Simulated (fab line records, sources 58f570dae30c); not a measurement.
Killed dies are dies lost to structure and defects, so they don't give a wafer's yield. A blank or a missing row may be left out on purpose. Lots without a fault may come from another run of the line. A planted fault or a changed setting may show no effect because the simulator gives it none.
fab line records | flow berkeley_cmos170
record lots=14 wafers=42 last_day=13
route steps=331 shown CONTACT@218 M1@250
lots that met no fault: from a run of the same line without faults
start_h: hours from the record's first day to the start of the lot's first wafer shown | wait_h: hours since the lot's step before | " the same as in the row above | L1.1+2: a row that stands for several wafers | - no value, or no start given | * or withheld: withheld | < > ~ a bound
route shown NAME@n: a module of which the file shows steps, and the number in the route of the first | usual: mean/standard deviation of fault-free wafers | same: alike in all rows | chamber/n: place in a boat | sites: the reading at each site | _std_site: their standard deviation | _edge_site: outer sites' mean less inner sites' | radius_mm: how far each site lies from the wafer's centre | mask NAME#n: copy n | behind: the tool/chamber that last shaped the wafer | hold: why the lot was held/for how many hours/how that ended | device: the transistor (n, p or np) that didn't switch | end of line: the same wafers' tests at the end of the route | a step without rows: its recipe alone | killed: dies lost to structure and defects at the first sort, not the wafer's yield | map: a wafer's dies, x killed, . not, _ none there
set.NAME: the setting as run; set.NAME@STEP: as run at that earlier step | model.NAME: the simulator's own value behind a step, which no gauge read
steps of the route over a sample of lots; a table a step, a row a wafer
services: from which hour (start_h, from the record's first day; less than 0 if before it) a tool's chamber was out of use, for how many hours, and why
## steps
# step UCB170_CONTACT_THK_MEAS_02
# recipe reads=PSG_of_CONTACT_CVD_01
# usual CONTACT_PSG_THK=699/6.6
# columns lot.wafer tool chamber start_h wait_h CONTACT_PSG_THK[nm]
L585.4 film_metro-02 - 185.08 0.0 701
L585.5 " - " " 695
L585.6 " - " " 698
L586.1 film_metro-01 - 186.72 0.0 691
L586.2 " - " " 689
L586.6 " - " " 687
L587.1 film_metro-04 - 186.72 0.0 687
L587.3 " - " " 691
L587.5 " - " " 683
L588.1 film_metro-02 - 186.72 0.0 695
L588.3 " - " " 696
L588.6 " - " " 708
L589.2 film_metro-02 - 205.05 0.0 711
L589.4 " - " " 703
L589.6 " - " " 701
L590.2 film_metro-04 - 205.05 0.0 700
L590.3 " - " " 699
L590.6 " - " " 695
L591.1 film_metro-01 - 205.19 0.0 696
L591.3 " - " " 696
L591.6 " - " " 697
L592.3 film_metro-02 - 210.18 0.0 704
L592.5 " - " " 705
L592.6 " - " " 697
L594.2 film_metro-04 - 226.49 0.0 705
L594.4 " - " " 702
L594.6 " - " " 698
L595.2 film_metro-02 - 226.71 0.0 698
L595.3 " - " " 710
L595.6 " - " " 702
L599.1 film_metro-01 - 249.99 0.0 688
L599.3 " - " " 697
L599.6 " - " " 694
L602.3 film_metro-01 - 263.28 0.0 691
L602.4 " - " " 694
L602.5 " - " " 697
L604.2 film_metro-01 - 290.24 0.0 699
L604.4 " - " " 698
L604.6 " - " " 700
L603.2 film_metro-02 - 295.69 0.0 696
L603.3 " - " " 694
L603.6 " - " " 690
# step UCB170_CONTACT_STRIP_06
# recipe chemistry=O2 power_w=400 pressure_mtorr=3500 platen_temp_c=withheld o2_flow_sccm=400 overash_fraction=0.5
# usual drypump_motor_current_A=6.03/0.24 oes_product_au=0.735/0.0044 strip_time_to_endpoint_s=21.95/0.069
# columns lot.wafer tool chamber start_h wait_h drypump_motor_current_A oes_product_au rf_hours_counter_h strip_time_to_endpoint_s
L585.4 plasma_asher-04 1 185.60 0.1 5.76 0.735 - 22.04
L585.5 " 0 " " 6.33 0.736 - 22.03
L585.6 " 1 " " 5.72 0.729 - 21.97
L586.1 plasma_asher-04 0 187.52 0.1 6.34 0.734 46 22.06
L586.2 " 1 " " 5.74 0.732 46 22.03
L586.6 " 1 " " 5.71 0.739 - 21.99
L588.1 plasma_asher-03 0 187.60 0.1 5.98 0.746 44 21.99
L588.3 " 0 " " 5.98 0.735 - 21.97
L588.6 " 1 " " 5.98 0.735 - 21.98
L587.1 plasma_asher-04 1 187.77 0.1 5.74 0.728 46 21.88
L587.3 " 1 " " 5.73 0.732 - 21.89
L587.5 " 1 " " 5.72 0.735 - 21.79
L589.2 plasma_asher-04 0 205.57 0.1 6.36 0.733 48 21.93
L589.4 " 0 " " 6.38 0.735 - 21.95
L589.6 " 0 " " 6.36 0.736 - 21.95
L590.2 plasma_asher-01 1 205.80 0.1 6.22 0.739 9 22.04
L590.3 " 1 " " 6.23 0.738 - 22.09
L590.6 " 1 " " 6.21 0.731 - 22.07
L591.1 plasma_asher-04 1 206.02 0.1 5.73 0.736 48 21.97
L591.3 " 1 " " 5.73 0.731 - 21.98
L591.6 " 0 " " 6.38 0.736 - 21.98
L592.3 plasma_asher-01 1 210.82 0.1 6.22 0.744 - 21.90
L592.5 " 0 " " 5.93 0.740 - 21.90
L592.6 " 1 " " 6.21 0.732 - 21.87
L594.2 plasma_asher-04 1 226.99 0.1 5.73 0.735 50 21.90
L594.4 " 1 " " 5.73 0.735 - 21.94
L594.6 " 1 " " 5.71 0.734 - 21.97
L595.2 plasma_asher-01 0 227.44 0.1 5.95 0.734 12 21.94
L595.3 " 0 " " 5.94 0.734 - 21.93
L595.6 " 1 " " 6.21 0.735 - 21.93
L599.1 plasma_asher-04 1 250.50 0.1 5.74 0.732 52 21.95
L599.3 " 1 " " 5.71 0.735 - 21.89
L599.6 " 0 " " 6.33 0.738 - 21.91
L602.3 plasma_asher-04 0 263.80 0.1 6.33 0.741 - 21.98
L602.4 " 1 " " 5.71 0.737 - 21.98
L602.5 " 0 " " 6.33 0.740 - 21.96
L604.2 plasma_asher-03 0 290.74 0.1 5.95 0.734 54 21.94
L604.4 " 1 " " 5.98 0.736 - 21.96
L604.6 " 0 " " 5.96 0.738 - 22.00
L603.2 plasma_asher-03 0 296.19 0.1 5.96 0.740 54 21.81
L603.3 " 1 " " 5.96 0.744 - 21.86
L603.6 " 1 " " 5.95 0.744 - 21.82
# step UCB170_CONTACT_ETCH_17
# recipe chemistry=N2/H2 target_depth_a=withheld overetch_a=withheld target=BARC time_s=withheld source_w=500 bias_w=100 pressure_mtorr=30 n2_flow_sccm=100 h2_flow_sccm=200
# usual bias_w=100.0/0.31 drypump_motor_current_A=5.5/0.37 oes_product_au=1.001/0.017 throttle_valve_pct=13.31/0.15
# columns lot.wafer tool chamber start_h wait_h bias_w drypump_motor_current_A oes_product_au throttle_valve_pct
L585.4 rie_diel-04 2 188.22 0.0 100.4 5.8 1.034 13.05
L585.5 " 1 " " 100.1 5.8 1.029 13.24
L585.6 " 3 " " 99.4 5.3 1.005 13.55
L586.1 rie_diel-03 1 189.00 0.0 100.2 5.4 1.011 13.14
L586.2 " 3 " " 100.1 5.0 1.009 13.17
L586.6 " 0 " " 100.2 5.7 0.985 13.45
L588.1 rie_diel-01 1 189.32 0.0 100.2 5.6 0.982 13.30
L588.3 " 2 " " 100.1 6.0 0.969 13.38
L588.6 " 3 " " 100.0 5.5 1.000 13.32
L587.1 rie_diel-04 3 189.60 0.0 99.4 5.3 0.999 13.54
L587.3 " 2 " " 100.5 5.8 1.024 13.05
L587.5 " 3 " " 99.7 5.3 1.000 13.54
L589.2 rie_diel-01 3 206.91 0.0 99.9 5.5 1.000 13.33
L589.4 " 2 " " 99.9 6.0 0.977 13.38
L589.6 " 3 " " 99.4 5.5 0.997 13.34
L590.2 rie_diel-03 1 207.26 0.0 100.3 5.4 1.006 13.15
L590.3 " 0 " " 99.7 5.6 0.993 13.45
L590.6 " 0 " " 99.9 5.6 0.985 13.44
L591.1 rie_diel-01 1 207.54 0.0 100.3 5.6 1.001 13.30
L591.3 " 2 " " 100.0 5.9 0.974 13.38
L591.6 " 3 " " 99.9 5.5 0.998 13.32
L592.3 rie_diel-03 3 212.32 0.0 100.1 5.0 0.993 13.17
L592.5 " 3 " " 100.3 5.0 1.004 13.17
L592.6 " 0 " " 100.1 5.7 0.985 13.44
L594.2 rie_diel-01 3 228.33 0.0 100.1 5.5 1.001 13.33
L594.4 " 2 " " 99.8 6.0 0.979 13.37
L594.6 " 1 " " 100.0 5.7 0.993 13.31
L595.2 rie_diel-03 0 228.80 0.0 100.2 5.7 0.989 13.45
L595.3 " 1 " " 100.6 5.5 1.014 13.13
L595.6 " 3 " " 99.9 5.0 1.002 13.15
L599.1 rie_diel-03 0 251.96 0.0 100.1 5.7 0.984 13.45
L599.3 " 2 " " 100.1 5.6 0.999 13.53
L599.6 " 1 " " 99.7 5.4 1.016 13.13
L602.3 rie_diel-03 2 268.05 0.0 100.0 5.6 1.002 13.54
L602.4 " 1 " " 99.7 5.4 1.013 13.14
L602.5 " 0 " " 100.3 5.7 0.987 13.45
L604.2 rie_diel-01 2 295.29 0.0 100.0 5.9 0.976 13.36
L604.4 " 0 " " 99.7 4.7 1.010 13.38
L604.6 " 1 " " 99.8 5.7 0.981 13.29
L603.2 rie_diel-03 1 299.74 0.0 100.1 5.5 1.012 13.15
L603.3 " 0 " " 100.1 5.7 0.985 13.45
L603.6 " 0 " " 99.9 5.6 0.990 13.45
# step UCB170_M1_METAL_ETCH_12
# recipe chemistry=Cl2/BCl3 target=Al stop_on=PSG pressure_mtorr=12 target_depth_a=7800 over_etch_frac=0.3 time_s=130 icp_w=600 bias_w=120 Cl2_flow_sccm=90 bcl3_flow_sccm=45
# usual bias_w=120.0/0.37 drypump_motor_current_A=5.7/0.35 oes_product_au=0.851/0.015 throttle_valve_pct=24.27/0.19
# same time_s=130
# columns lot.wafer tool chamber start_h wait_h bias_w drypump_motor_current_A oes_product_au rf_hours_counter_h throttle_valve_pct
L585.4 rie_metal-02 0 190.31 - 120.3 5.9 0.844 - 24.30
L585.5 " 1 " " 119.6 5.6 0.828 - 24.52
L585.6 " 0 " " 119.9 5.9 0.842 - 24.29
L586.1 rie_metal-03 1 190.84 - 119.9 5.6 0.862 1 23.98
L586.2 " 0 " " 120.5 5.3 0.868 12 24.26
L586.6 " 0 " " 120.0 5.3 0.868 - 24.26
L588.1 rie_metal-04 1 191.17 - 119.9 5.8 0.854 12 24.48
L588.3 " 1 " " 120.3 5.8 0.859 - 24.48
L588.6 " 0 " " 119.3 6.5 0.838 - 24.34
L587.1 rie_metal-02 1 192.05 - 119.8 5.6 0.827 11 24.53
L587.3 " 0 " " 119.7 6.0 0.844 - 24.28
L587.5 " 1 " " 120.2 5.6 0.825 - 24.55
L589.2 rie_metal-02 1 209.36 - 119.9 5.6 0.821 11 24.52
L589.4 " 1 " " 120.3 5.6 0.829 - 24.52
L589.6 " 1 " " 120.6 5.6 0.836 - 24.52
L590.2 rie_metal-04 0 209.45 - 120.1 6.5 0.841 9 24.34
L590.3 " 1 " " 119.9 5.8 0.856 - 24.49
L590.6 " 0 " " 120.7 6.5 0.841 - 24.33
L591.1 rie_metal-03 1 209.91 - 120.2 5.5 0.870 2 23.96
L591.3 " 1 " " 119.8 5.5 0.856 - 23.96
L591.6 " 1 " " 119.8 5.5 0.863 - 23.95
L592.3 rie_metal-02 0 214.43 - 119.5 5.9 0.852 - 24.29
L592.5 " 1 " " 120.3 5.6 0.829 - 24.55
L592.6 " 0 " " 119.8 5.9 0.844 - 24.29
L594.2 rie_metal-02 0 230.33 - 119.6 5.9 0.864 5 24.30
L594.4 " 1 " " 120.2 5.6 0.823 - 24.52
L594.6 " 0 " " 119.1 6.0 0.842 - 24.31
L595.2 rie_metal-03 0 230.82 - 120.3 5.3 0.862 0 24.19
L595.3 " 0 " " 120.1 5.3 0.859 - 24.19
L595.6 " 1 " " 120.3 5.5 0.863 - 23.96
L599.1 rie_metal-04 1 254.01 - 120.4 5.8 0.863 14 24.48
L599.3 " 1 " " 120.1 5.8 0.862 - 24.49
L599.6 " 1 " " 119.6 5.8 0.865 - 24.47
L602.3 rie_metal-03 1 272.08 - 120.7 5.5 0.864 - 23.98
L602.4 " 0 " " 120.0 5.3 0.861 - 24.19
L602.5 " 1 " " 119.8 5.5 0.854 - 23.99
L604.2 rie_metal-02 0 299.32 - 119.9 5.9 0.848 - 24.29
L604.4 " 0 " " 120.0 5.9 0.850 - 24.29
L604.6 " 0 " " 119.4 5.9 0.856 - 24.29
L603.2 rie_metal-02 0 303.48 - 120.1 5.9 0.857 - 24.29
L603.3 " 0 " " 119.6 5.9 0.859 - 24.29
L603.6 " 0 " " 119.5 5.9 0.852 - 24.29
# step UCB170_M1_CD_MEAS_90
# recipe target_cd_nm=700
# usual cd_nm=700.3/2.2
# columns lot.wafer tool chamber start_h wait_h cd_nm
L585.4 cd_sem-02 - 190.56 0.1 699.4
L585.5 " - " " 697.4
L585.6 " - " " 695.3
L586.1 cd_sem-02 - 191.09 0.1 701.4
L586.2 " - " " 702.0
L586.6 " - " " 701.3
L588.1 cd_sem-02 - 191.40 0.1 697.8
L588.3 " - " " 697.7
L588.6 " - " " 701.9
L587.1 cd_sem-02 - 192.28 0.1 697.0
L587.3 " - " " 698.9
L587.5 " - " " 699.6
L589.2 cd_sem-01 - 209.61 0.1 701.9
L589.4 " - " " 702.9
L589.6 " - " " 699.3
L590.2 cd_sem-02 - 209.70 0.1 701.5
L590.3 " - " " 698.8
L590.6 " - " " 700.0
L591.1 cd_sem-02 - 210.27 0.1 696.7
L591.3 " - " " 699.3
L591.6 " - " " 698.0
L592.3 cd_sem-02 - 214.66 0.1 706.8
L592.5 " - " " 706.6
L592.6 " - " " 707.9
L594.2 cd_sem-02 - 230.59 0.1 706.8
L594.4 " - " " 704.8
L594.6 " - " " 706.3
L595.2 cd_sem-02 - 231.07 0.1 700.9
L595.3 " - " " 701.7
L595.6 " - " " 700.6
L599.1 cd_sem-01 - 254.24 0.1 699.2
L599.3 " - " " 700.2
L599.6 " - " " 698.5
L602.3 cd_sem-02 - 272.31 0.1 701.0
L602.4 " - " " 698.8
L602.5 " - " " 697.0
L604.2 cd_sem-01 - 299.67 0.1 703.0
L604.4 " - " " 703.1
L604.6 " - " " 702.1
L603.2 cd_sem-01 - 303.83 0.1 702.0
L603.3 " - " " 701.8
L603.6 " - " " 700.2
## services
# columns tool chamber start_h hours kind
rie_diel-03 - 164.75 0.6 repair
rie_diel-01 0 193.68 - clean
rie_diel-01 0 193.68 20.1 scheduled_down
rie_diel-01 0 193.68 20.1 vent_cycle
rie_diel-01 1 203.44 3.9 repair
plasma_asher-01 - 213.28 0.9 repair
rie_diel-04 3 220.08 4.7 repair
rie_diel-01 - 232.19 2.8 pm
plasma_asher-03 - 232.69 2.1 repair
rie_diel-03 - 235.83 0.6 repair
rie_diel-04 - 240.21 0.4 repair
plasma_asher-03 - 243.55 7.9 repair
rie_diel-01 2 261.38 6.0 repair
rie_diel-04 0 275.84 6.7 repair
rie_diel-01 3 283.65 - clean
rie_diel-01 3 283.65 21.9 scheduled_down
rie_diel-01 3 283.65 21.9 vent_cycle
rie_metal-02 1 290.03 - clean
rie_metal-02 1 290.03 23.4 scheduled_down
rie_metal-02 1 290.03 23.4 vent_cycle
rie_metal-04 - 290.53 2.8 pm
rie_diel-03 2 291.31 8.5 repair
plasma_asher-01 - 299.66 3.3 repair
rie_diel-03 2 303.51 9.4 repair
## key
first_sign step=UCB170_M1_CD_MEAS_90 reading=cd_nm direction=up sigmas=2.8 usual=700.3 struck=706.5
effect none on later readings
met_at UCB170_M1_METAL_ETCH_12
struck_lots L592,L594
sort_left_out L592.3,L592.5,L592.6,L594.2,L594.4,L594.6
not_acting_at UCB170_CONTACT_THK_MEAS_02,UCB170_CONTACT_STRIP_06,UCB170_CONTACT_ETCH_17
onset_between 209.36 214.43
fault kind=process_parameter_drift tool=rie_metal-02 chamber=- onset_h=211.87 steps=UCB170_M1_METAL_ETCH_12 channel=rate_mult offset=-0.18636 shape=step end_h=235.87
# sort_left_out: the simulated sort isn't trusted on such a fault, so these wafers' sort isn't shown, and their yield isn't known
